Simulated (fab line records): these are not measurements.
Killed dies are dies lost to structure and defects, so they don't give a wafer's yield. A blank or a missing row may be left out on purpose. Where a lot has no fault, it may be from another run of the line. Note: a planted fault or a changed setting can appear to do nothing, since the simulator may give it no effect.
fab line records / flow berkeleyCmos170
record lots=7 wafers=21 lastDay=12
route steps=331 shown PWELL@37
lots with no fault: from the same line, run without faults
startH: start of the lot's first displayed wafer, in hours after the record's first day / waitH: time in hours since the lot's previous step / " identical to the entry in the row above / L1.1+2: a row that stands for several wafers / - value missing, or start not given / * or withheld: withheld / < > ~ a bound
route shown NAME@n: NAME is a module with steps in the file, n the number in the route of the first one / usual: mean/standard deviation taken from wafers without a fault / same: alike in all rows / chamber/n: place in a boat / sites: per-site readings / _std_site: standard deviation across them / _edge_site: mean of outer sites minus mean of inner sites / radiusMm: how far each site lies from the wafer's centre / mask NAME#n: copy n / behind: the most recent tool/chamber to have shaped the wafer / hold: why the lot was held/for how many hours/how that ended / device: the n, p or np transistor that did not switch / end of line: the same wafers' tests at the end of the route / a step with no rows: only its recipe / killed: the dies lost at the first sort to structure and to defects; this is not the yield of the wafer / map: dies across one wafer; x = killed, . = not, _ = none there
set.NAME: the setting that was run; set.NAME@STEP: the one run at that earlier step / model.NAME: the simulator's own value behind a step, which no gauge read
lots seen at some steps along the route; tables by step, rows by wafer
services: a tool's chamber out of use, with start hour (startH, from the record's first day; less than 0 if before it), hours out, and reason
## steps
# step UCB170_PWELL_THK_MEAS_03
# recipe reads=SiO2_of_PWELL_OXIDATION_02
# usual PWELL_OXIDE_THK=25.7/0.46
lot.wafer=L119.2 tool=filmMetro-01 chamber=- startH=57.78 waitH=0.0 PWELL_OXIDE_THK[nm]=26.0
lot.wafer=L119.3 tool=filmMetro-01 chamber=- startH=57.78 waitH=0.0 PWELL_OXIDE_THK[nm]=25.8
lot.wafer=L119.4 tool=filmMetro-01 chamber=- startH=57.78 waitH=0.0 PWELL_OXIDE_THK[nm]=25.7
lot.wafer=L123.1 tool=filmMetro-02 chamber=- startH=76.76 waitH=0.0 PWELL_OXIDE_THK[nm]=25.8
lot.wafer=L123.2 tool=filmMetro-02 chamber=- startH=76.76 waitH=0.0 PWELL_OXIDE_THK[nm]=25.4
lot.wafer=L123.5 tool=filmMetro-02 chamber=- startH=76.76 waitH=0.0 PWELL_OXIDE_THK[nm]=25.8
lot.wafer=L124.2 tool=filmMetro-01 chamber=- startH=79.70 waitH=0.0 PWELL_OXIDE_THK[nm]=26.3
lot.wafer=L124.5 tool=filmMetro-01 chamber=- startH=79.70 waitH=0.0 PWELL_OXIDE_THK[nm]=26.4
lot.wafer=L124.6 tool=filmMetro-01 chamber=- startH=79.70 waitH=0.0 PWELL_OXIDE_THK[nm]=26.8
lot.wafer=L125.1 tool=filmMetro-02 chamber=- startH=86.06 waitH=0.0 PWELL_OXIDE_THK[nm]=25.7
lot.wafer=L125.2 tool=filmMetro-02 chamber=- startH=86.06 waitH=0.0 PWELL_OXIDE_THK[nm]=25.6
lot.wafer=L125.3 tool=filmMetro-02 chamber=- startH=86.06 waitH=0.0 PWELL_OXIDE_THK[nm]=25.5
lot.wafer=L129.1 tool=filmMetro-02 chamber=- startH=105.46 waitH=0.0 PWELL_OXIDE_THK[nm]=26.8
lot.wafer=L129.3 tool=filmMetro-02 chamber=- startH=105.46 waitH=0.0 PWELL_OXIDE_THK[nm]=26.5
lot.wafer=L129.4 tool=filmMetro-02 chamber=- startH=105.46 waitH=0.0 PWELL_OXIDE_THK[nm]=26.5
lot.wafer=L131.1 tool=filmMetro-01 chamber=- startH=121.41 waitH=0.0 PWELL_OXIDE_THK[nm]=25.5
lot.wafer=L131.4 tool=filmMetro-01 chamber=- startH=121.41 waitH=0.0 PWELL_OXIDE_THK[nm]=25.6
lot.wafer=L131.5 tool=filmMetro-01 chamber=- startH=121.41 waitH=0.0 PWELL_OXIDE_THK[nm]=25.5
lot.wafer=L138.3 tool=filmMetro-02 chamber=- startH=156.56 waitH=0.0 PWELL_OXIDE_THK[nm]=25.3
lot.wafer=L138.5 tool=filmMetro-02 chamber=- startH=156.56 waitH=0.0 PWELL_OXIDE_THK[nm]=26.2
lot.wafer=L138.6 tool=filmMetro-02 chamber=- startH=156.56 waitH=0.0 PWELL_OXIDE_THK[nm]=25.5
# step UCB170_PWELL_ANNEAL_04
# recipe tempC=1000 timeS=900 ambient=N2
# step UCB170_PWELL_CVD_05
# recipe material=Si3N4 targetThkNm=220 tempC=800 precursor=SiH2Cl2/NH3 timeS=3300 pressureMtorr=200 sih2cl2FlowSccm=25 nh3FlowSccm=75
# step UCB170_PWELL_THK_MEAS_06
# recipe reads=Si3N4_of_PWELL_CVD_05
# usual PWELL_NITRIDE_THK=220.4/2.2
lot.wafer=L119.2 tool=filmMetro-01 chamber=- startH=63.42 waitH=0.0 PWELL_NITRIDE_THK[nm]=217.8
lot.wafer=L119.3 tool=filmMetro-01 chamber=- startH=63.42 waitH=0.0 PWELL_NITRIDE_THK[nm]=219.6
lot.wafer=L119.4 tool=filmMetro-01 chamber=- startH=63.42 waitH=0.0 PWELL_NITRIDE_THK[nm]=220.0
lot.wafer=L123.1 tool=filmMetro-03 chamber=- startH=81.28 waitH=0.0 PWELL_NITRIDE_THK[nm]=218.4
lot.wafer=L123.2 tool=filmMetro-03 chamber=- startH=81.28 waitH=0.0 PWELL_NITRIDE_THK[nm]=219.5
lot.wafer=L123.5 tool=filmMetro-03 chamber=- startH=81.28 waitH=0.0 PWELL_NITRIDE_THK[nm]=221.5
lot.wafer=L124.2 tool=filmMetro-02 chamber=- startH=85.29 waitH=0.0 PWELL_NITRIDE_THK[nm]=225.1
lot.wafer=L124.5 tool=filmMetro-02 chamber=- startH=85.29 waitH=0.0 PWELL_NITRIDE_THK[nm]=224.0
lot.wafer=L124.6 tool=filmMetro-02 chamber=- startH=85.29 waitH=0.0 PWELL_NITRIDE_THK[nm]=223.5
lot.wafer=L125.1 tool=filmMetro-02 chamber=- startH=92.04 waitH=0.0 PWELL_NITRIDE_THK[nm]=220.4
lot.wafer=L125.2 tool=filmMetro-02 chamber=- startH=92.04 waitH=0.0 PWELL_NITRIDE_THK[nm]=222.2
lot.wafer=L125.3 tool=filmMetro-02 chamber=- startH=92.04 waitH=0.0 PWELL_NITRIDE_THK[nm]=220.8
lot.wafer=L129.1 tool=filmMetro-01 chamber=- startH=111.35 waitH=0.0 PWELL_NITRIDE_THK[nm]=222.1
lot.wafer=L129.3 tool=filmMetro-01 chamber=- startH=111.35 waitH=0.0 PWELL_NITRIDE_THK[nm]=221.2
lot.wafer=L129.4 tool=filmMetro-01 chamber=- startH=111.35 waitH=0.0 PWELL_NITRIDE_THK[nm]=221.3
lot.wafer=L131.1 tool=filmMetro-01 chamber=- startH=126.24 waitH=0.0 PWELL_NITRIDE_THK[nm]=217.2
lot.wafer=L131.4 tool=filmMetro-01 chamber=- startH=126.24 waitH=0.0 PWELL_NITRIDE_THK[nm]=219.8
lot.wafer=L131.5 tool=filmMetro-01 chamber=- startH=126.24 waitH=0.0 PWELL_NITRIDE_THK[nm]=220.1
lot.wafer=L138.3 tool=filmMetro-03 chamber=- startH=164.13 waitH=0.0 PWELL_NITRIDE_THK[nm]=220.7
lot.wafer=L138.5 tool=filmMetro-03 chamber=- startH=164.13 waitH=0.0 PWELL_NITRIDE_THK[nm]=222.1
lot.wafer=L138.6 tool=filmMetro-03 chamber=- startH=164.13 waitH=0.0 PWELL_NITRIDE_THK[nm]=221.5
# step UCB170_PWELL_HMDS_07
# recipe primeTimeS=60 primeTempC=100
# step UCB170_PWELL_COAT_08
# recipe resist=KrF spinRpm=1500 resistThkNm=900
# step UCB170_PWELL_SOFTBAKE_09
# recipe resist=KrF tempC=130 timeS=60
# step UCB170_PWELL_EXPOSE_10
# recipe maskId=PWELL targetCdNm=3000 na=0.5 sigmaOuter=0.6 sourceShape=conventional doseMj=19
# step UCB170_PWELL_PEB_11
# recipe pebTempC=130 pebTimeS=withheld resist=KrF
# step UCB170_PWELL_DEVELOP_12
# recipe developer=TMAH developTimeS=45 resist=KrF devTempC=21
# step UCB170_PWELL_OVL_MEAS_13
# usual PWELL_OVL=-1/6
lot.wafer=L119.2 tool=overlay-02 chamber=- startH=64.86 waitH=- PWELL_OVL[nm]=7
lot.wafer=L119.3 tool=overlay-02 chamber=- startH=64.86 waitH=- PWELL_OVL[nm]=4
lot.wafer=L119.4 tool=overlay-02 chamber=- startH=64.86 waitH=- PWELL_OVL[nm]=8
lot.wafer=L123.1 tool=overlay-02 chamber=- startH=82.18 waitH=- PWELL_OVL[nm]=4
lot.wafer=L123.2 tool=overlay-02 chamber=- startH=82.18 waitH=- PWELL_OVL[nm]=14
lot.wafer=L123.5 tool=overlay-02 chamber=- startH=82.18 waitH=- PWELL_OVL[nm]=-5
lot.wafer=L124.2 tool=overlay-02 chamber=- startH=86.67 waitH=- PWELL_OVL[nm]=-5
lot.wafer=L124.5 tool=overlay-02 chamber=- startH=86.67 waitH=- PWELL_OVL[nm]=3
lot.wafer=L124.6 tool=overlay-02 chamber=- startH=86.67 waitH=- PWELL_OVL[nm]=-7
lot.wafer=L125.1 tool=overlay-01 chamber=- startH=93.42 waitH=- PWELL_OVL[nm]=-5
lot.wafer=L125.2 tool=overlay-01 chamber=- startH=93.42 waitH=- PWELL_OVL[nm]=-11
lot.wafer=L125.3 tool=overlay-01 chamber=- startH=93.42 waitH=- PWELL_OVL[nm]=-5
lot.wafer=L129.1 tool=overlay-01 chamber=- startH=112.77 waitH=- PWELL_OVL[nm]=3
lot.wafer=L129.3 tool=overlay-01 chamber=- startH=112.77 waitH=- PWELL_OVL[nm]=6
lot.wafer=L129.4 tool=overlay-01 chamber=- startH=112.77 waitH=- PWELL_OVL[nm]=-1
lot.wafer=L131.1 tool=overlay-02 chamber=- startH=127.39 waitH=- PWELL_OVL[nm]=-1
lot.wafer=L131.4 tool=overlay-02 chamber=- startH=127.39 waitH=- PWELL_OVL[nm]=-11
lot.wafer=L131.5 tool=overlay-02 chamber=- startH=127.39 waitH=- PWELL_OVL[nm]=-1
lot.wafer=L138.3 tool=overlay-01 chamber=- startH=165.27 waitH=- PWELL_OVL[nm]=1
lot.wafer=L138.5 tool=overlay-01 chamber=- startH=165.27 waitH=- PWELL_OVL[nm]=1
lot.wafer=L138.6 tool=overlay-01 chamber=- startH=165.27 waitH=- PWELL_OVL[nm]=2
# step UCB170_PWELL_ETCH_14
# recipe chemistry=CH3F/Ar/O2 target=Si3N4 stopOn=SiO2 CH3F_flow_sccm=20 Ar_flow_sccm=50 O2_flow_sccm=7 pressureMtorr=50 rfW=450 targetDepthA=2420 overEtchFrac=0.1 timeS=151
# usual CH3F_flow_sccm=19.99/0.064 drypumpMotorCurrentA=6.0/0.42 oesProductAu=0.936/0.015 throttleValvePct=8.05/0.14
# same overEtchFrac=0.1
lot.wafer=L119.2 tool=rieDiel-01 chamber=0 startH=64.89 waitH=0.0 CH3F_flow_sccm=20.06 drypumpMotorCurrentA=5.7 oesProductAu=0.921 rfHoursCounterH=112 throttleValvePct=8.23
lot.wafer=L119.3 tool=rieDiel-01 chamber=2 startH=64.89 waitH=0.0 CH3F_flow_sccm=19.95 drypumpMotorCurrentA=6.5 oesProductAu=0.935 rfHoursCounterH=98 throttleValvePct=7.89
lot.wafer=L119.4 tool=rieDiel-01 chamber=3 startH=64.89 waitH=0.0 CH3F_flow_sccm=20.00 drypumpMotorCurrentA=6.5 oesProductAu=0.929 rfHoursCounterH=59 throttleValvePct=8.07
lot.wafer=L123.1 tool=rieDiel-02 chamber=2 startH=82.21 waitH=0.0 CH3F_flow_sccm=19.93 drypumpMotorCurrentA=5.5 oesProductAu=0.931 rfHoursCounterH=124 throttleValvePct=8.25
lot.wafer=L123.2 tool=rieDiel-02 chamber=0 startH=82.21 waitH=0.0 CH3F_flow_sccm=19.92 drypumpMotorCurrentA=6.4 oesProductAu=0.945 rfHoursCounterH=69 throttleValvePct=7.97
lot.wafer=L123.5 tool=rieDiel-02 chamber=2 startH=82.21 waitH=0.0 CH3F_flow_sccm=19.94 drypumpMotorCurrentA=5.5 oesProductAu=0.932 rfHoursCounterH=- throttleValvePct=8.24
lot.wafer=L124.2 tool=rieDiel-01 chamber=2 startH=86.70 waitH=0.0 CH3F_flow_sccm=19.96 drypumpMotorCurrentA=6.4 oesProductAu=0.951 rfHoursCounterH=99 throttleValvePct=7.89
lot.wafer=L124.5 tool=rieDiel-01 chamber=0 startH=86.70 waitH=0.0 CH3F_flow_sccm=20.03 drypumpMotorCurrentA=5.7 oesProductAu=0.937 rfHoursCounterH=- throttleValvePct=8.25
lot.wafer=L124.6 tool=rieDiel-01 chamber=3 startH=86.70 waitH=0.0 CH3F_flow_sccm=20.02 drypumpMotorCurrentA=6.5 oesProductAu=0.935 rfHoursCounterH=- throttleValvePct=8.09
lot.wafer=L125.1 tool=rieDiel-02 chamber=0 startH=93.45 waitH=0.0 CH3F_flow_sccm=20.01 drypumpMotorCurrentA=6.5 oesProductAu=0.950 rfHoursCounterH=70 throttleValvePct=7.99
lot.wafer=L125.2 tool=rieDiel-02 chamber=3 startH=93.45 waitH=0.0 CH3F_flow_sccm=19.98 drypumpMotorCurrentA=6.0 oesProductAu=0.920 rfHoursCounterH=3 throttleValvePct=7.83
lot.wafer=L125.3 tool=rieDiel-02 chamber=2 startH=93.45 waitH=0.0 CH3F_flow_sccm=19.95 drypumpMotorCurrentA=5.5 oesProductAu=0.939 rfHoursCounterH=125 throttleValvePct=8.26
lot.wafer=L129.1 tool=rieDiel-02 chamber=3 startH=112.81 waitH=0.0 CH3F_flow_sccm=19.98 drypumpMotorCurrentA=6.0 oesProductAu=0.921 rfHoursCounterH=3 throttleValvePct=7.83
lot.wafer=L129.3 tool=rieDiel-02 chamber=2 startH=112.81 waitH=0.0 CH3F_flow_sccm=20.08 drypumpMotorCurrentA=5.5 oesProductAu=0.931 rfHoursCounterH=125 throttleValvePct=8.25
lot.wafer=L129.4 tool=rieDiel-02 chamber=1 startH=112.81 waitH=0.0 CH3F_flow_sccm=19.94 drypumpMotorCurrentA=6.5 oesProductAu=0.920 rfHoursCounterH=107 throttleValvePct=7.91
lot.wafer=L131.1 tool=rieDiel-01 chamber=2 startH=127.42 waitH=0.0 CH3F_flow_sccm=20.03 drypumpMotorCurrentA=6.5 oesProductAu=0.926 rfHoursCounterH=102 throttleValvePct=7.91
lot.wafer=L131.4 tool=rieDiel-01 chamber=0 startH=127.42 waitH=0.0 CH3F_flow_sccm=19.91 drypumpMotorCurrentA=5.7 oesProductAu=0.928 rfHoursCounterH=115 throttleValvePct=8.26
lot.wafer=L131.5 tool=rieDiel-01 chamber=2 startH=127.42 waitH=0.0 CH3F_flow_sccm=19.99 drypumpMotorCurrentA=6.5 oesProductAu=0.941 rfHoursCounterH=- throttleValvePct=7.90
lot.wafer=L138.3 tool=rieDiel-02 chamber=1 startH=165.29 waitH=0.0 CH3F_flow_sccm=19.91 drypumpMotorCurrentA=6.5 oesProductAu=0.926 rfHoursCounterH=110 throttleValvePct=7.88
lot.wafer=L138.5 tool=rieDiel-02 chamber=0 startH=165.29 waitH=0.0 CH3F_flow_sccm=19.93 drypumpMotorCurrentA=6.5 oesProductAu=0.955 rfHoursCounterH=- throttleValvePct=7.98
lot.wafer=L138.6 tool=rieDiel-02 chamber=3 startH=165.29 waitH=0.0 CH3F_flow_sccm=20.05 drypumpMotorCurrentA=6.0 oesProductAu=0.924 rfHoursCounterH=- throttleValvePct=7.83
# step UCB170_PWELL_IMPLANT_15
# recipe species=B doseCm2=5e+12 energyKev=60 tiltDeg=7
# usual faradayCurrentUA=15.8/0.33
lot.wafer=L119.2 tool=implanter-01 chamber=0 startH=65.02 waitH=0.1 faradayCurrentUA=15.8
lot.wafer=L119.3 tool=implanter-01 chamber=0 startH=65.02 waitH=0.1 faradayCurrentUA=15.9
lot.wafer=L119.4 tool=implanter-01 chamber=0 startH=65.02 waitH=0.1 faradayCurrentUA=16.5
lot.wafer=L123.1 tool=implanter-02 chamber=0 startH=82.31 waitH=0.1 faradayCurrentUA=15.8
lot.wafer=L123.2 tool=implanter-02 chamber=0 startH=82.31 waitH=0.1 faradayCurrentUA=15.2
lot.wafer=L123.5 tool=implanter-02 chamber=0 startH=82.31 waitH=0.1 faradayCurrentUA=15.6
lot.wafer=L123.1 tool=implanter-02 chamber=0 startH=82.63 waitH=0.3 faradayCurrentUA=16.2
lot.wafer=L123.2 tool=implanter-02 chamber=0 startH=82.63 waitH=0.3 faradayCurrentUA=16.1
lot.wafer=L123.5 tool=implanter-02 chamber=0 startH=82.63 waitH=0.3 faradayCurrentUA=15.5
lot.wafer=L124.2 tool=implanter-02 chamber=0 startH=86.83 waitH=0.1 faradayCurrentUA=15.4
lot.wafer=L124.5 tool=implanter-02 chamber=0 startH=86.83 waitH=0.1 faradayCurrentUA=15.4
lot.wafer=L124.6 tool=implanter-02 chamber=0 startH=86.83 waitH=0.1 faradayCurrentUA=15.4
lot.wafer=L125.1 tool=implanter-02 chamber=0 startH=93.56 waitH=0.1 faradayCurrentUA=16.5
lot.wafer=L125.2 tool=implanter-02 chamber=0 startH=93.56 waitH=0.1 faradayCurrentUA=16.5
lot.wafer=L125.3 tool=implanter-02 chamber=0 startH=93.56 waitH=0.1 faradayCurrentUA=16.3
lot.wafer=L125.1 tool=implanter-02 chamber=0 startH=93.87 waitH=0.3 faradayCurrentUA=15.7
lot.wafer=L125.2 tool=implanter-02 chamber=0 startH=93.87 waitH=0.3 faradayCurrentUA=16.1
lot.wafer=L125.3 tool=implanter-02 chamber=0 startH=93.87 waitH=0.3 faradayCurrentUA=15.9
lot.wafer=L129.1 tool=implanter-02 chamber=0 startH=112.91 waitH=0.1 faradayCurrentUA=16.4
lot.wafer=L129.3 tool=implanter-02 chamber=0 startH=112.91 waitH=0.1 faradayCurrentUA=15.4
lot.wafer=L129.4 tool=implanter-02 chamber=0 startH=112.91 waitH=0.1 faradayCurrentUA=15.6
lot.wafer=L129.1 tool=implanter-02 chamber=0 startH=113.22 waitH=0.3 faradayCurrentUA=16.0
lot.wafer=L129.3 tool=implanter-02 chamber=0 startH=113.22 waitH=0.3 faradayCurrentUA=16.1
lot.wafer=L129.4 tool=implanter-02 chamber=0 startH=113.22 waitH=0.3 faradayCurrentUA=15.9
lot.wafer=L131.1 tool=implanter-04 chamber=0 startH=127.52 waitH=0.1 faradayCurrentUA=15.7
lot.wafer=L131.4 tool=implanter-04 chamber=0 startH=127.52 waitH=0.1 faradayCurrentUA=16.0
lot.wafer=L131.5 tool=implanter-04 chamber=0 startH=127.52 waitH=0.1 faradayCurrentUA=16.1
lot.wafer=L138.3 tool=implanter-04 chamber=0 startH=165.44 waitH=0.1 faradayCurrentUA=15.9
lot.wafer=L138.5 tool=implanter-04 chamber=0 startH=165.44 waitH=0.1 faradayCurrentUA=15.4
lot.wafer=L138.6 tool=implanter-04 chamber=0 startH=165.44 waitH=0.1 faradayCurrentUA=16.1
# step UCB170_PWELL_STRIP_16
# recipe chemistry=O2 powerW=400 pressureMtorr=3500 platenTempC=withheld o2FlowSccm=400 overashFraction=0.5
# usual drypumpMotorCurrentA=5.8/0.6 oesProductAu=0.721/0.0049 stripTimeToEndpointS=18.10/0.071
lot.wafer=L119.2 tool=plasmaAsher-02 chamber=1 startH=65.15 waitH=0.1 drypumpMotorCurrentA=5.8 oesProductAu=0.722 rfHoursCounterH=34 stripTimeToEndpointS=18.04
lot.wafer=L119.3 tool=plasmaAsher-02 chamber=1 startH=65.15 waitH=0.1 drypumpMotorCurrentA=5.8 oesProductAu=0.728 rfHoursCounterH=- stripTimeToEndpointS=17.99
lot.wafer=L119.4 tool=plasmaAsher-02 chamber=0 startH=65.15 waitH=0.1 drypumpMotorCurrentA=6.3 oesProductAu=0.719 rfHoursCounterH=- stripTimeToEndpointS=17.98
lot.wafer=L123.1 tool=plasmaAsher-02 chamber=1 startH=82.78 waitH=0.1 drypumpMotorCurrentA=5.8 oesProductAu=0.721 rfHoursCounterH=36 stripTimeToEndpointS=18.14
lot.wafer=L123.2 tool=plasmaAsher-02 chamber=0 startH=82.78 waitH=0.1 drypumpMotorCurrentA=6.3 oesProductAu=0.719 rfHoursCounterH=36 stripTimeToEndpointS=18.05
lot.wafer=L123.5 tool=plasmaAsher-02 chamber=0 startH=82.78 waitH=0.1 drypumpMotorCurrentA=6.3 oesProductAu=0.722 rfHoursCounterH=- stripTimeToEndpointS=18.18
lot.wafer=L124.2 tool=plasmaAsher-04 chamber=0 startH=86.95 waitH=0.1 drypumpMotorCurrentA=4.9 oesProductAu=0.720 rfHoursCounterH=35 stripTimeToEndpointS=18.08
lot.wafer=L124.5 tool=plasmaAsher-04 chamber=1 startH=86.95 waitH=0.1 drypumpMotorCurrentA=5.4 oesProductAu=0.712 rfHoursCounterH=- stripTimeToEndpointS=18.13
lot.wafer=L124.6 tool=plasmaAsher-04 chamber=0 startH=86.95 waitH=0.1 drypumpMotorCurrentA=4.9 oesProductAu=0.727 rfHoursCounterH=- stripTimeToEndpointS=18.10
lot.wafer=L125.1 tool=plasmaAsher-02 chamber=0 startH=94.02 waitH=0.1 drypumpMotorCurrentA=6.3 oesProductAu=0.720 rfHoursCounterH=38 stripTimeToEndpointS=18.09
lot.wafer=L125.2 tool=plasmaAsher-02 chamber=1 startH=94.02 waitH=0.1 drypumpMotorCurrentA=5.8 oesProductAu=0.721 rfHoursCounterH=38 stripTimeToEndpointS=18.13
lot.wafer=L125.3 tool=plasmaAsher-02 chamber=1 startH=94.02 waitH=0.1 drypumpMotorCurrentA=5.8 oesProductAu=0.725 rfHoursCounterH=- stripTimeToEndpointS=18.07
lot.wafer=L129.1 tool=plasmaAsher-04 chamber=0 startH=113.37 waitH=0.1 drypumpMotorCurrentA=4.9 oesProductAu=0.712 rfHoursCounterH=38 stripTimeToEndpointS=18.04
lot.wafer=L129.3 tool=plasmaAsher-04 chamber=1 startH=113.37 waitH=0.1 drypumpMotorCurrentA=5.4 oesProductAu=0.723 rfHoursCounterH=- stripTimeToEndpointS=18.15
lot.wafer=L129.4 tool=plasmaAsher-04 chamber=0 startH=113.37 waitH=0.1 drypumpMotorCurrentA=4.9 oesProductAu=0.718 rfHoursCounterH=- stripTimeToEndpointS=18.03
lot.wafer=L131.1 tool=plasmaAsher-01 chamber=1 startH=127.67 waitH=0.1 drypumpMotorCurrentA=6.6 oesProductAu=0.728 rfHoursCounterH=40 stripTimeToEndpointS=18.21
lot.wafer=L131.4 tool=plasmaAsher-01 chamber=1 startH=127.67 waitH=0.1 drypumpMotorCurrentA=6.6 oesProductAu=0.722 rfHoursCounterH=- stripTimeToEndpointS=18.22
lot.wafer=L131.5 tool=plasmaAsher-01 chamber=0 startH=127.67 waitH=0.1 drypumpMotorCurrentA=5.2 oesProductAu=0.722 rfHoursCounterH=- stripTimeToEndpointS=18.14
lot.wafer=L138.3 tool=plasmaAsher-01 chamber=1 startH=165.58 waitH=0.1 drypumpMotorCurrentA=6.6 oesProductAu=0.719 rfHoursCounterH=- stripTimeToEndpointS=18.11
lot.wafer=L138.5 tool=plasmaAsher-01 chamber=0 startH=165.58 waitH=0.1 drypumpMotorCurrentA=5.2 oesProductAu=0.715 rfHoursCounterH=- stripTimeToEndpointS=18.13
lot.wafer=L138.6 tool=plasmaAsher-01 chamber=1 startH=165.58 waitH=0.1 drypumpMotorCurrentA=6.6 oesProductAu=0.722 rfHoursCounterH=- stripTimeToEndpointS=18.05
# step UCB170_PWELL_TW_MEAS_17
# usual PWELL_TW=382.7/2.8
lot.wafer=L119.2 tool=filmMetro-02 chamber=- startH=65.26 waitH=0.1 PWELL_TW=383.2
lot.wafer=L119.3 tool=filmMetro-02 chamber=- startH=65.26 waitH=0.1 PWELL_TW=382.2
lot.wafer=L119.4 tool=filmMetro-02 chamber=- startH=65.26 waitH=0.1 PWELL_TW=382.9
lot.wafer=L123.1 tool=filmMetro-02 chamber=- startH=82.88 waitH=0.1 PWELL_TW=473.6
lot.wafer=L123.2 tool=filmMetro-02 chamber=- startH=82.88 waitH=0.1 PWELL_TW=475.1
lot.wafer=L123.5 tool=filmMetro-02 chamber=- startH=82.88 waitH=0.1 PWELL_TW=473.7
lot.wafer=L124.2 tool=filmMetro-02 chamber=- startH=87.06 waitH=0.1 PWELL_TW=383.6
lot.wafer=L124.5 tool=filmMetro-02 chamber=- startH=87.06 waitH=0.1 PWELL_TW=383.3
lot.wafer=L124.6 tool=filmMetro-02 chamber=- startH=87.06 waitH=0.1 PWELL_TW=385.5
lot.wafer=L125.1 tool=filmMetro-01 chamber=- startH=94.12 waitH=0.1 PWELL_TW=473.1
lot.wafer=L125.2 tool=filmMetro-01 chamber=- startH=94.12 waitH=0.1 PWELL_TW=474.4
lot.wafer=L125.3 tool=filmMetro-01 chamber=- startH=94.12 waitH=0.1 PWELL_TW=471.4
lot.wafer=L129.1 tool=filmMetro-03 chamber=- startH=113.50 waitH=0.1 PWELL_TW=465.5
lot.wafer=L129.3 tool=filmMetro-03 chamber=- startH=113.50 waitH=0.1 PWELL_TW=467.7
lot.wafer=L129.4 tool=filmMetro-03 chamber=- startH=113.50 waitH=0.1 PWELL_TW=467.5
lot.wafer=L131.1 tool=filmMetro-01 chamber=- startH=127.77 waitH=0.1 PWELL_TW=384.6
lot.wafer=L131.4 tool=filmMetro-01 chamber=- startH=127.77 waitH=0.1 PWELL_TW=384.4
lot.wafer=L131.5 tool=filmMetro-01 chamber=- startH=127.77 waitH=0.1 PWELL_TW=385.3
lot.wafer=L138.3 tool=filmMetro-02 chamber=- startH=165.66 waitH=0.1 PWELL_TW=387.6
lot.wafer=L138.5 tool=filmMetro-02 chamber=- startH=165.66 waitH=0.1 PWELL_TW=386.5
lot.wafer=L138.6 tool=filmMetro-02 chamber=- startH=165.66 waitH=0.1 PWELL_TW=385.8
# step UCB170_PWELL_CLEAN_18
# recipe chemistry=SPM tempC=120 timeS=600
## services
tool=implanter-04 chamber=- startH=48.43 hours=2.4 kind=pm
tool=implanter-04 chamber=- startH=51.25 hours=15.6 kind=repair
tool=rieDiel-02 chamber=1 startH=85.95 hours=2.5 kind=repair
tool=implanter-04 chamber=- startH=98.40 hours=1.2 kind=repair
tool=implanter-02 chamber=- startH=101.16 hours=1.4 kind=repair
tool=implanter-01 chamber=- startH=105.72 hours=5.2 kind=repair
tool=plasmaAsher-01 chamber=- startH=129.76 hours=0.6 kind=repair
## key
firstSign step=UCB170_PWELL_IMPLANT_15 reading=visit direction=added
effect step=UCB170_PWELL_TW_MEAS_17 reading=PWELL_TW direction=up sigmas=32 usual=382.7 struck=471.3
metAt UCB170_PWELL_IMPLANT_15
struckWafers L123.1,L123.2,L123.5,L125.1,L125.2,L125.3,L129.1,L129.3,L129.4
rowsEnd L125.1,L125.2,L125.3
testerLeftOut L123,L129
fault kind=repeatedStepWhole tool=implanter-01,implanter-02,implanter-04 chamber=- onsetH=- steps=UCB170_PWELL_IMPLANT_15 times=1 scope=struckLotsOnly
# testerLeftOut: of these lots the tester's yield and bins aren't shown, on N5 and GAA mostly nor the transistor test; their killed dies are dies lost to structure and defects alone, not to doping, threshold or leakage, so they don't give the yield
# rowsEnd: these wafers met a further fault down the route, and their rows from its step on are left out
